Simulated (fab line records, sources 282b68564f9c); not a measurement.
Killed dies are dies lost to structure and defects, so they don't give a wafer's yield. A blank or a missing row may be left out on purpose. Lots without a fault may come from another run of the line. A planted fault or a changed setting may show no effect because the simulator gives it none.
fab line records | flow rit_cmos
record lots=5 wafers=15 last_day=6
route steps=202 shown GATE@94 REOX@98 NLDD@103 PLDD@114 SPACER@125
lots that met no fault: from a run of the same line without faults
start_h: hours from the record's first day to the start of the lot's first wafer shown | wait_h: hours since the lot's step before | " the same as in the row above | L1.1+2: a row that stands for several wafers | - no value, or no start given | * or withheld: withheld | < > ~ a bound
route shown NAME@n: a module of which the file shows steps, and the number in the route of the first | usual: mean/standard deviation of fault-free wafers | same: alike in all rows | chamber/n: place in a boat | sites: the reading at each site | _std_site: their standard deviation | _edge_site: outer sites' mean less inner sites' | radius_mm: how far each site lies from the wafer's centre | mask NAME#n: copy n | behind: the tool/chamber that last shaped the wafer | hold: why the lot was held/for how many hours/how that ended | device: the transistor (n, p or np) that didn't switch | end of line: the same wafers' tests at the end of the route | a step without rows: its recipe alone | killed: dies lost to structure and defects at the first sort, not the wafer's yield | map: a wafer's dies, x killed, . not, _ none there
set.NAME: the setting as run; set.NAME@STEP: as run at that earlier step | model.NAME: the simulator's own value behind a step, which no gauge read
lots at some steps of the route; a table a step, a row a wafer
services: from which hour (start_h, from the record's first day; less than 0 if before it) a tool's chamber was out of use, for how many hours, and why
## steps
# step RIT_GATE_HARDBAKE_18
# recipe resist=NOVOLAK temp_c=140 time_s=60
# step RIT_GATE_ETCH_19
# recipe chemistry=SF6/CHF3/O2 time_s=165 SF6_flow_sccm=30 CHF3_flow_sccm=30 O2_flow_sccm=5 target=poly-Si pressure_mtorr=40 rf_w=160 target_depth_a=3125 over_etch_frac=0.25 stop_on=SiO2
# usual drypump_motor_current_A=5.9/0.36 oes_product_au=0.846/0.019 throttle_valve_pct=10.30/0.11
# columns lot.wafer tool chamber start_h wait_h drypump_motor_current_A oes_product_au rf_hours_counter_h throttle_valve_pct
L821.2 rie_si-01 1 52.21 0.1 5.2 0.827 142 10.50
L821.5 " 3 " " 6.1 0.844 - 10.39
L821.6 " 0 " " 5.8 0.849 - 10.17
L828.4 rie_si-02 3 90.03 0.1 5.8 0.839 110 10.37
L828.5 " 3 " " 5.8 0.842 - 10.38
L828.6 " 2 " " 6.3 0.835 - 10.36
L832.1 rie_si-02 3 106.67 0.1 5.8 0.852 110 10.37
L832.2 " 2 " " 6.3 0.823 64 10.35
L832.4 " 0 " " 6.3 0.888 93 10.22
L834.1 rie_si-02 3 116.36 0.1 5.8 0.854 111 10.39
L834.4 " 0 " " 6.3 0.878 94 10.21
L834.5 " 3 " " 5.8 0.853 - 10.37
L835.2 rie_si-01 0 123.09 0.1 5.8 0.850 26 10.16
L835.3 " 1 " " 5.2 0.831 142 10.48
L835.4 " 3 " " 6.2 0.840 118 10.42
# step RIT_GATE_STRIP_20
# recipe chemistry=O2 time_s=180 resist=NOVOLAK platen_temp_c=withheld power_w=500 pressure_mtorr=4000 o2_flow_sccm=4000
# usual drypump_motor_current_A=5.5/0.42
# columns lot.wafer tool chamber start_h wait_h drypump_motor_current_A rf_hours_counter_h
L821.2 plasma_asher-03 0 52.32 0.1 5.7 41
L821.5 " 0 " " 5.7 -
L821.6 " 1 " " 5.7 -
L828.4 plasma_asher-01 1 90.19 0.1 4.8 -
L828.5 " 0 " " 6.2 -
L828.6 " 1 " " 4.8 -
L832.1 plasma_asher-01 1 106.78 0.1 4.8 47
L832.2 " 0 " " 6.2 47
L832.4 " 1 " " 4.8 -
L834.1 plasma_asher-04 1 116.47 0.1 5.6 34
L834.4 " 1 " " 5.5 -
L834.5 " 1 " " 5.6 -
L835.2 plasma_asher-01 1 123.19 0.1 4.8 49
L835.3 " 1 " " 4.8 -
L835.4 " 0 " " 6.2 -
# step RIT_GATE_CD_MEAS_90
# recipe target_cd_nm=150
# usual cd_nm=148.9/2.4
# columns lot.wafer tool chamber start_h wait_h cd_nm
L821.2 cd_sem-02 - 52.52 0.1 149.8
L821.5 " - " " 151.8
L821.6 " - " " 149.6
L828.4 cd_sem-01 - 90.37 0.1 152.2
L828.5 " - " " 150.3
L828.6 " - " " 152.1
L832.1 cd_sem-02 - 106.95 0.1 148.8
L832.2 " - " " 147.8
L832.4 " - " " 148.4
L834.1 cd_sem-02 - 116.65 0.1 145.0
L834.4 " - " " 142.7
L834.5 " - " " 144.9
L835.2 cd_sem-01 - 123.39 0.1 147.8
L835.3 " - " " 150.9
L835.4 " - " " 148.4
# step RIT_REOX_CLEAN_00
# recipe chemistry=SC1 mix=3:3:50 time_s=600 temp_c=75
# step RIT_REOX_CLEAN_01
# recipe chemistry=dHF dilution=50:1 time_s=30
# step RIT_REOX_CLEAN_02
# recipe chemistry=SC2 mix=3:3:50 time_s=600 temp_c=75 dry=n2_spin
# step RIT_REOX_OXIDATION_03
# recipe temp_c=900 ambient=O2 target_thk_a=252 ox_time_s=5580
# step RIT_REOX_THK_MEAS_04
# recipe reads=SiO2_of_REOX_OXIDATION_03
# usual REOX_OXIDE_THK=25.2/0.47
# columns lot.wafer tool chamber start_h wait_h REOX_OXIDE_THK[nm]
L821.2 film_metro-04 - 55.81 0.0 26.3
L821.5 " - " " 25.9
L821.6 " - " " 25.8
L828.4 film_metro-01 - 93.38 0.0 24.8
L828.5 " - " " 24.6
L828.6 " - " " 24.5
L832.1 film_metro-02 - 109.99 0.0 25.8
L832.2 " - " " 25.1
L832.4 " - " " 25.2
L834.1 film_metro-01 - 119.71 0.0 25.4
L834.4 " - " " 25.3
L834.5 " - " " 25.6
L835.2 film_metro-01 - 126.42 0.0 25.7
L835.3 " - " " 25.5
L835.4 " - " " 25.4
# step RIT_NLDD_HMDS_00
# recipe prime_time_s=60 prime_temp_c=140
# step RIT_NLDD_COAT_01
# recipe resist=NOVOLAK spin_rpm=3250 resist_thk_nm=1000
# step RIT_NLDD_SOFTBAKE_02
# recipe resist=NOVOLAK temp_c=90 time_s=62.36
# usual plate_sensor_t_centre_C=90.968/0.0099 plate_sensor_t_edge_C=91.021/0.0097
# columns lot.wafer tool chamber start_h wait_h plate_sensor_t_centre_C plate_sensor_t_edge_C
L821.2 litho_track-04 0 56.31 0.1 91.000 91.024
L821.5 " 0 " " 90.962 91.028
L821.6 " 0 " " 90.989 91.023
L828.4 litho_track-03 0 93.78 0.1 90.965 91.002
L828.5 " 0 " " 90.971 91.007
L828.6 " 0 " " 90.976 91.018
L832.1 litho_track-03 0 110.35 0.1 90.971 91.017
L832.2 " 0 " " 90.956 91.031
L832.4 " 0 " " 90.962 91.012
L834.1 litho_track-01 0 120.07 0.1 90.965 91.027
L834.4 " 0 " " 90.951 91.029
L834.5 " 0 " " 90.972 90.995
L835.2 litho_track-03 0 126.79 0.1 90.984 91.029
L835.3 " 0 " " 90.972 91.014
L835.4 " 0 " " 90.982 91.013
# step RIT_NLDD_EXPOSE_03
# recipe mask_id=M7 na=0.57 target_cd_nm=40700 dose_mj=250
# columns lot.wafer tool chamber start_h wait_h mask
L821.2+5+6 iline_stepper-01 0 56.45 0.1 M7#0
L828.4+5+6 iline_stepper-01 0 94.04 0.2 M7#0
L832.1+2+4 iline_stepper-01 0 110.62 0.2 M8#0
L834.1+4+5 iline_stepper-02 0 120.22 0.1 M7#0
L835.2+3+4 iline_stepper-02 0 126.94 0.1 M7#0
# step RIT_NLDD_PEB_04
# recipe resist=NOVOLAK temp_c=withheld time_s=withheld
# step RIT_NLDD_DEVELOP_05
# recipe resist=NOVOLAK develop_time_s=50 dev_temp_c=23
# step RIT_NLDD_OVL_MEAS_06
# usual NLDD_OVL=0.1/1.3
# columns lot.wafer tool chamber start_h wait_h NLDD_OVL[nm]
L821.2 overlay-02 - 56.84 - -0.5
L821.5 " - " " -1.3
L821.6 " - " " -1.8
L828.4 overlay-01 - 94.40 - 2.6
L828.5 " - " " 1.3
L828.6 " - " " 3.2
L832.1 overlay-02 - 111.02 - -
L832.2 " - " " -
L832.4 " - " " -
L834.1 overlay-01 - 120.62 - -1.1
L834.4 " - " " 0.5
L834.5 " - " " -2.5
L835.2 overlay-01 - 127.32 - -0.4
L835.3 " - " " -1.0
L835.4 " - " " 1.7
# step RIT_NLDD_HARDBAKE_07
# recipe resist=NOVOLAK temp_c=140 time_s=60
# step RIT_NLDD_IMPLANT_08
# recipe species=P energy_kev=20 dose_cm2=5e+14 tilt_deg=7
# step RIT_NLDD_STRIP_09
# recipe chemistry=O2 time_s=180 resist=NOVOLAK platen_temp_c=withheld power_w=500 pressure_mtorr=4000 o2_flow_sccm=4000
# usual drypump_motor_current_A=5.5/0.49
# columns lot.wafer tool chamber start_h wait_h drypump_motor_current_A rf_hours_counter_h
L821.2 plasma_asher-04 0 57.17 0.1 5.2 27
L821.5 " 1 " " 5.6 -
L821.6 " 0 " " 5.2 -
L828.4 plasma_asher-02 0 94.78 0.1 5.7 -
L828.5 " 0 " " 5.8 -
L828.6 " 1 " " 5.4 -
L832.1 plasma_asher-01 0 111.36 0.1 6.1 48
L832.2 " 1 " " 4.8 48
L832.4 " 1 " " 4.8 -
L834.1 plasma_asher-02 0 120.96 0.1 5.7 0
L834.4 " 1 " " 5.4 -
L834.5 " 1 " " 5.4 -
L835.2 plasma_asher-04 1 127.65 0.1 5.5 35
L835.3 " 1 " " 5.6 -
L835.4 " 0 " " 5.2 -
# step RIT_NLDD_TW_MEAS_10
# usual NLDD_TW=2501/43
# columns lot.wafer tool chamber start_h wait_h NLDD_TW
L821.2 film_metro-02 - 57.36 0.1 2489
L821.5 " - " " 2491
L821.6 " - " " 2486
L828.4 film_metro-01 - 94.92 0.1 2462
L828.5 " - " " 2463
L828.6 " - " " 2467
L832.1 film_metro-03 - 111.53 0.1 31
L832.2 " - " " 31
L832.4 " - " " 31
L834.1 film_metro-03 - 121.14 0.1 2560
L834.4 " - " " 2571
L834.5 " - " " 2562
L835.2 film_metro-03 - 127.84 0.1 2559
L835.3 " - " " 2568
L835.4 " - " " 2554
# step RIT_PLDD_HMDS_00
# recipe prime_time_s=60 prime_temp_c=140
# step RIT_PLDD_COAT_01
# recipe resist=NOVOLAK spin_rpm=3250 resist_thk_nm=1000
# step RIT_PLDD_SOFTBAKE_02
# recipe resist=NOVOLAK temp_c=90 time_s=60
# step RIT_PLDD_EXPOSE_03
# recipe mask_id=M8 na=0.57 target_cd_nm=40900 dose_mj=250
# step RIT_PLDD_PEB_04
# recipe resist=NOVOLAK temp_c=withheld time_s=withheld
# step RIT_PLDD_DEVELOP_05
# recipe resist=NOVOLAK develop_time_s=50 dev_temp_c=22.03
# step RIT_PLDD_OVL_MEAS_06
# usual PLDD_OVL=-0.4/1.2
# columns lot.wafer tool chamber start_h wait_h PLDD_OVL[nm]
L821.2 overlay-01 - 58.26 - -1.6
L821.5 " - " " -1.5
L821.6 " - " " -0.7
L828.4 overlay-02 - 95.95 - -0.7
L828.5 " - " " -1.3
L828.6 " - " " 0.3
L832.1 overlay-01 - 112.48 - -0.5
L832.2 " - " " -1.1
L832.4 " - " " -1.8
L834.1 overlay-01 - 122.17 - -1.7
L834.4 " - " " -0.5
L834.5 " - " " -0.4
L835.2 overlay-02 - 128.74 - 0.0
L835.3 " - " " 1.6
L835.4 " - " " -0.3
# step RIT_PLDD_HARDBAKE_07
# recipe resist=NOVOLAK temp_c=140 time_s=60
# step RIT_PLDD_IMPLANT_08
# recipe species=BF2 energy_kev=20 dose_cm2=9e+14 tilt_deg=7
# step RIT_PLDD_STRIP_09
# recipe chemistry=O2 time_s=180 resist=NOVOLAK platen_temp_c=withheld power_w=500 pressure_mtorr=4000 o2_flow_sccm=4000
# usual drypump_motor_current_A=5.6/0.4
# columns lot.wafer tool chamber start_h wait_h drypump_motor_current_A rf_hours_counter_h
L821.2 plasma_asher-02 0 58.59 0.1 5.7 41
L821.5 " 0 " " 5.7 -
L821.6 " 1 " " 5.4 -
L828.4 plasma_asher-02 1 96.32 0.1 5.4 -
L828.5 " 0 " " 5.7 -
L828.6 " 1 " " 5.4 -
L832.1 plasma_asher-03 0 112.82 0.1 5.7 47
L832.2 " 1 " " 5.7 47
L832.4 " 1 " " 5.7 -
L834.1 plasma_asher-02 1 122.51 0.1 5.4 1
L834.4 " 1 " " 5.4 -
L834.5 " 1 " " 5.4 -
L835.2 plasma_asher-02 0 129.07 0.1 5.7 1
L835.3 " 0 " " 5.7 -
L835.4 " 1 " " 5.4 -
# step RIT_PLDD_TW_MEAS_10
# usual PLDD_TW=2366/42
# columns lot.wafer tool chamber start_h wait_h PLDD_TW
L821.2 film_metro-01 - 58.78 0.1 2308
L821.5 " - " " 2312
L821.6 " - " " 2305
L828.4 film_metro-01 - 96.47 0.1 2307
L828.5 " - " " 2317
L828.6 " - " " 2311
L832.1 film_metro-03 - 112.99 0.1 2966
L832.2 " - " " 2962
L832.4 " - " " 2951
L834.1 film_metro-01 - 122.68 0.1 2318
L834.4 " - " " 2299
L834.5 " - " " 2310
L835.2 film_metro-03 - 129.26 0.1 2407
L835.3 " - " " 2407
L835.4 " - " " 2419
# step RIT_SPACER_CLEAN_00
# recipe chemistry=SC1 mix=3:3:50 time_s=600 temp_c=75
## services
# columns tool chamber start_h hours kind
iline_stepper-02 - 46.82 7.0 repair
rie_si-01 0 53.00 7.8 repair
plasma_asher-03 - 61.16 2.7 repair
plasma_asher-02 - 70.02 8.1 repair
iline_stepper-02 - 70.42 1.7 pm
plasma_asher-01 - 74.99 3.2 repair
iline_stepper-01 - 77.06 1.7 pm
plasma_asher-01 - 90.39 5.1 repair
iline_stepper-02 0 95.01 - calibration
iline_stepper-01 - 97.88 9.3 repair
plasma_asher-02 - 108.75 9.0 pm
plasma_asher-02 0 108.75 9.0 vent_cycle
plasma_asher-02 1 108.75 9.0 vent_cycle
plasma_asher-01 - 115.79 4.3 repair
plasma_asher-02 0 117.75 - clean
plasma_asher-02 1 117.75 - clean
## key
first_sign step=RIT_NLDD_EXPOSE_03 reading=mask direction=changed
effect step=RIT_NLDD_OVL_MEAS_06 reading=NLDD_OVL direction=missing
effect step=RIT_NLDD_TW_MEAS_10 reading=NLDD_TW direction=down sigmas=57 usual=2501 struck=31
effect step=RIT_PLDD_TW_MEAS_10 reading=PLDD_TW direction=up sigmas=14 usual=2366 struck=2959
met_at RIT_NLDD_EXPOSE_03
struck_wafers L832.1,L832.2,L832.4
sort_left_out L832.1,L832.2,L832.4
tester_left_out L832
onset_between 94.04 110.62
fault kind=wrong_mask tool=any chamber=- onset_h=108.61 steps=RIT_NLDD_EXPOSE_03 aux_copy=M8#0 scope=struck_lots_only
# tester_left_out: of these lots the tester's yield and bins aren't shown, on N5 and GAA mostly nor the transistor test; their killed dies are dies lost to structure and defects alone, not to doping, threshold or leakage, so they don't give the yield
# sort_left_out: the simulated sort isn't trusted on such a fault, so these wafers' sort isn't shown, and their yield isn't known
